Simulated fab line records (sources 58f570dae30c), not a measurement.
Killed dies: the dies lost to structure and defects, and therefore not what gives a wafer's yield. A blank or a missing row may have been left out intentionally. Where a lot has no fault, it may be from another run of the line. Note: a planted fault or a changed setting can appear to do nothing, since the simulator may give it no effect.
Which tool was responsible? ; flow berkeley_cmos170 ; 21 wafers from 7 lots sampled at 2 of the route's 331 steps

## WHAT EACH GAUGE READ, for each wafer
UCB170_V1_CD_MEAS_12 targets a cd of 700 nm.
lot;measured;on;cd_nm (nm)
L803;day 9 04:59;cd_sem-01;699.6 701.0 699.5
L805;day 9 04:59;cd_sem-02;698.1 697.3 698.2
L807;day 10 01:44;cd_sem-01;700.6 700.5 699.5
L809;day 10 00:59;cd_sem-02;702.0 700.6 701.5
L811;day 10 23:16;cd_sem-01;699.6 699.6 699.9
L813;day 11 01:12;cd_sem-01;700.6 699.2 700.5
L820;day 12 23:37;cd_sem-01;698.9 698.9 699.6

## WHAT TOOL EACH LOT RAN ON (gives the tool, then ch and the chambers of the sampled wafers, and finally the start)
lot;UCB170_GATE_OXIDATION_01
L803;furnace-01 ch 0, day 7 06:22
L805;furnace-01 ch 0, day 7 06:22
L807;furnace-01 ch 0, day 8 03:12
L809;furnace-01 ch 0, day 8 03:12
L811;furnace-04 ch 0, day 9 06:49
L813;furnace-04 ch 0, day 9 06:49
L820;furnace-02 ch 0, day 11 00:58
- UCB170_GATE_OXIDATION_01: target thk 6.6 nm, ox time 1800 s.

## THE ANSWER, worked out from the rows above alone
Rule: the usual values come from the lots themselves. Put in order of their means at a reading, lots are off if they are a third of the lots or fewer, leave a main group of 4 or more, and stand apart from it by a gap of 3 or more times the standard deviation of the main group's means; of several such gaps the widest counts. A main group whose means are all the same, to the digits that the tables above print for the reading, isn't used. A lot without any number at a reading at which 4 lots or more have one is off too. Where the step has rows for the other lots, those lots are counted as sound.
Nothing can be told from this: no lot is off at any reading shown.

## WHAT THE SIMULATOR PUT IN
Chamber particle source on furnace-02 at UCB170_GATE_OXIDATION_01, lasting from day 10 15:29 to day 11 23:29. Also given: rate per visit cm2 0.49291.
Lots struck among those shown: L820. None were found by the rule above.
